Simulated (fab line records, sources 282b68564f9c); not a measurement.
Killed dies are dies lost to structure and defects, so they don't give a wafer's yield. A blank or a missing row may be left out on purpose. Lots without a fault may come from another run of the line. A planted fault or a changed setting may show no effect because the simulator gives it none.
Problem report in the 8D (eight disciplines) form, filled by code | flow rit_cmos | the parts of the form that need people (team, actions taken, sign-off) are left out

1. THE PROBLEM
run_length_s at RIT_CONTACT_STRIP_12 reads a mean of 201.1 s on 4 wafers of 3 lots; wafers without a fault read 208.6 s with a standard deviation of 0.47. That is -16 standard deviations from the usual mean.
The step: strips in O2, time 180 s.
First seen on wafer L460.5, day 5 21:27, on plasma_asher-01. The record holds 45 wafers of 15 lots with a number at this step. Rule for "out", or "out of limits": more than 4 standard deviations from the usual mean. The other wafers with a number count as sound.

2. WHAT IT IS AND WHAT IT IS NOT
question                    | is                             | is not
which readings at this step | run_length_s                   | drypump_motor_current_A
which lots                  | L460, L461, L462               | L449, L450, L452, L453, L454, L455, L458, L463, L468, L469, L471, L472
which wafers of those lots  | L460.5, L461.1, L461.4, L462.2 | L460.1, L460.6, L461.3, L462.4, L462.5
read on which tools         | plasma_asher-01                | plasma_asher-03, plasma_asher-04
when                        | from day 5 21:27               | up to then (23 sound wafers); but 18 sound wafers of L461, L462, L463, L468, L469, L471, L472 came after

3. SUSPECTS, AND WHAT RULES EACH OUT
Counting: a tool at a process step up to the reading stays a suspect if it ran every lot that is out. Sound lots after the first of them don't rule it out here, since some wafers of a struck lot are sound.
- plasma_asher-01 at RIT_CONTACT_STRIP_12 (strips in O2, time 180 s): kept. It ran every lot that is out, first L460 (day 5 21:27); its last sound lot up to then is L458 (day 5 03:57). Its own readings are out on those wafers: run_length_s.
- Within plasma_asher-01 at RIT_CONTACT_STRIP_12: the wafers that are out ran in chamber 0; their sound lot-mates ran in chamber 1.
Left after counting: plasma_asher-01 at RIT_CONTACT_STRIP_12.

4. THE CAUSE (what the simulator had put in)
Process parameter drift: plasma_asher-01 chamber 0, from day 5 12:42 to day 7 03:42, at RIT_CONTACT_STRIP_12. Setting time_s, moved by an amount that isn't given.
Counting left only this tool.

5. THE CHAIN OF EFFECTS, in route order
Each row: a reading whose mean over the struck wafers that have a number lies more than 3 standard deviations from the usual. Only readings for which the record gives a usual standard deviation are gone through. hours: the time from each lot's start at the first step in this table that gives one to its start at this step, as a median over the lots. sigmas: the change in usual standard deviations.
hours | step                 | reading      | usual   | on struck wafers | change | sigmas
0     | RIT_CONTACT_STRIP_12 | run_length_s | 208.6 s | 201.1            | -7.5   | -16
The process steps in it:
- RIT_CONTACT_STRIP_12: strips in O2, time 180 s.

6. WHAT WOULD HAVE CAUGHT IT SOONER
In this record the first reading out of limits was taken at day 5 21:27, 9 hours after the fault began at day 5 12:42.
